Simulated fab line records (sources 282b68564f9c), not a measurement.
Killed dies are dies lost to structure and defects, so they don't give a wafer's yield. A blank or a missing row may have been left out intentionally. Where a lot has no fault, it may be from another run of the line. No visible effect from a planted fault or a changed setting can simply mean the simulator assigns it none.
What tool caused it? / flow rit-cmos / 7 lots, 21 wafers sampled, at 3 steps of a route of 202

== WHAT THE GAUGES READ, wafer by wafer ==
RIT_WELLDRIVE_RS_MEAS_02: uses a four-point probe to measure.
lot=L746; measured=day 2 16:13; on=film-metro-02; PWELL_RS (ohm/sq)=427.8 427.4 428.9
lot=L750; measured=day 3 14:33; on=film-metro-03; PWELL_RS (ohm/sq)=428.4 428.0 428.7
lot=L752; measured=day 3 21:28; on=film-metro-03; PWELL_RS (ohm/sq)=428.4 428.6 430.1
lot=L754; measured=day 4 06:00; on=film-metro-02; PWELL_RS (ohm/sq)=426.6 428.3 428.9
lot=L756; measured=day 4 23:40; on=film-metro-04; PWELL_RS (ohm/sq)=430.2 431.0 430.4
lot=L764; measured=day 7 03:14; on=film-metro-02; PWELL_RS (ohm/sq)=404.0 404.9 404.4
lot=L767; measured=day 7 15:37; on=film-metro-02; PWELL_RS (ohm/sq)=427.6 427.5 427.7

== WHICH TOOL RAN EACH LOT (tool, then ch and the chambers of the sampled wafers, then the start) ==
lot=L746; RIT_ACTIVE_STRIP_14=plasma-asher-02 ch 1, day 2 01:16; RIT_PWELL_IMPLANT_08=implanter-04 ch 0, day 2 09:38
lot=L750; RIT_ACTIVE_STRIP_14=plasma-asher-02 ch 0,1, day 2 23:38; RIT_PWELL_IMPLANT_08=implanter-01 ch 0, day 3 07:41
lot=L752; RIT_ACTIVE_STRIP_14=plasma-asher-02 ch 0,1, day 3 07:08; RIT_PWELL_IMPLANT_08=implanter-01 ch 0, day 3 15:53
lot=L754; RIT_ACTIVE_STRIP_14=plasma-asher-04 ch 0,1, day 3 16:54; RIT_PWELL_IMPLANT_08=implanter-01 ch 0, day 4 00:26
lot=L756; RIT_ACTIVE_STRIP_14=plasma-asher-04 ch 0,1, day 4 02:50; RIT_PWELL_IMPLANT_08=implanter-04 ch 0, day 4 17:32
lot=L764; RIT_ACTIVE_STRIP_14=plasma-asher-01 ch 0,1, day 5 21:02; RIT_PWELL_IMPLANT_08=implanter-04 ch 0, day 6 17:22
lot=L767; RIT_ACTIVE_STRIP_14=plasma-asher-04 ch 0,1, day 6 15:17; RIT_PWELL_IMPLANT_08=implanter-03 ch 0, day 7 08:46
- RIT_ACTIVE_STRIP_14: strips in O2, time 180 s.
- RIT_PWELL_IMPLANT_08

== THE ANSWER, worked out from the rows above alone ==
Rule: the usual values come from the lots themselves. Put in order of their means at a reading, lots are off if they are a third of the lots or fewer, leave a main group of 4 or more, and stand apart from it by a gap of 3 or more times the standard deviation of the main group's means; of several such gaps the widest counts. A main group is skipped when, at the precision printed for the reading in the tables above, its means are all equal. A lot without any number at a reading at which 4 lots or more have one is off too. The other lots that the step has rows for count as sound.
Off: L764, seen at RIT_WELLDRIVE_RS_MEAS_02 (PWELL_RS). Mean 428.6 ohm/sq and standard deviation 0.98 in the main group.
A tool fits if, at a process step before that reading, it ran every lot that is off, and no sound lot after the first of them. Gauges at RIT_WELLDRIVE_RS_MEAS_02: tried the same way as those tools. Can't be told from this: 2 tools fit, plasma-asher-01 at RIT_ACTIVE_STRIP_14, implanter-04 at RIT_PWELL_IMPLANT_08.

== WHAT THE SIMULATOR PUT IN ==
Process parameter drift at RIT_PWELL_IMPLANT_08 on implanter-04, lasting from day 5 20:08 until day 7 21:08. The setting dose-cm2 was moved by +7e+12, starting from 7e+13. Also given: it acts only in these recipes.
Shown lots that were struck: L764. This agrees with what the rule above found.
